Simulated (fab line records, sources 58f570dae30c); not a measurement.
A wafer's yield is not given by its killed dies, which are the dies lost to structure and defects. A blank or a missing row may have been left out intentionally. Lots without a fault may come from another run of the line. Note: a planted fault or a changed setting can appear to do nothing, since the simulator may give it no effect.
Comparing a struck lot with a sound one | flow berkeley-cmos170 | 14 out of 331 route steps
Sound: wafers L330.3, L330.4, L330.5. Wafers struck: L337.1, L337.3, L337.5. The cause is named last.
For every step that has rows: the tool of each side, followed by ch and its chambers, followed by its first start. Under that, the readings that differ: sound wafers | struck wafers | difference of the means | sigmas: that difference in standard deviations of wafers without a fault.
alike: readings with means less than 2 such deviations apart, plus words and numbers identical on both sides. not compared: withheld readings, readings lacking a value on some wafer, bounds such as >300 that could conceal the same value, and numbers that have no deviation in the record and whose values overlap.
Wherever a step has rows on one side only, a row that says differs or no value, or a row with sigmas, the two part there. Numbers that don't overlap but have no deviation are shown without sigmas and don't part them. A reading that every wafer of one side lacks parts them only if that side has two wafers or more.

UCB170_M2_SPUTTER_01: material Al, target thk 900 nm, time 120 s.
  sound on pvd-sputter-04 at day 9 13:49; struck on pvd-sputter-01 at day 11 02:33
  alike: throttle-valve-pct
UCB170_M2_RS_MEAS_02: uses a four-point probe to measure.
  sound on film-metro-04 at day 9 13:56; struck on film-metro-03 at day 11 02:38
  reading           | sound                | struck               | difference | sigmas
  M2_AL_RS (ohm/sq) | 0.0316 0.0319 0.0316 | 0.0325 0.0324 0.0326 | +0.0008    | +2
UCB170_M2_THK_MEAS_03: measures by xrf.
  sound on film-metro-04 at day 9 14:02; struck on film-metro-03 at day 11 02:46
  alike: M2_AL_THK
then, 3 steps without rows for these wafers: UCB170_M2_HMDS_04 (prime time 60 s); UCB170_M2_COAT_05 (resist thk 900 nm); UCB170_M2_SOFTBAKE_06 (time 60 s).
UCB170_M2_STRIP_07: strips in O2.
  sound on plasma-asher-01 ch 0,1, day 9 14:33; struck on plasma-asher-03 ch 0,1, day 11 03:41
  alike: drypump-motor-current-A, oes-product-au, strip-time-to-endpoint-s
  not compared: rf-hours-counter-h
then, 5 steps without rows for these wafers: UCB170_M2_STRIP_08 (strips KrF in DMSO, time 600 s); UCB170_M2_COAT_09; UCB170_M2_COAT_10 (resist thk 900 nm); UCB170_M2_SOFTBAKE_11 (time 60 s); UCB170_M2_EXPOSE_12 (exposes mask METAL2, target cd 700 nm).
UCB170_M2_PEB_13:
  sound on litho-track-02 ch 0, day 9 15:32; struck on litho-track-02, day 11 05:35
  no value came back on the struck wafers for chill-plate-temp-C (C), exhaust-pa (Pa); on the sound wafers chill-plate-temp-C (C) reads 23.22 23.17 23.08
then, 1 step without rows for these wafers: UCB170_M2_DEVELOP_14 (develop time 45 s).

== WHERE THEY PART ==
Last at UCB170_M2_PEB_13 as far as this record goes, first at UCB170_M2_RS_MEAS_02.

WHY: the cause the simulator had injected
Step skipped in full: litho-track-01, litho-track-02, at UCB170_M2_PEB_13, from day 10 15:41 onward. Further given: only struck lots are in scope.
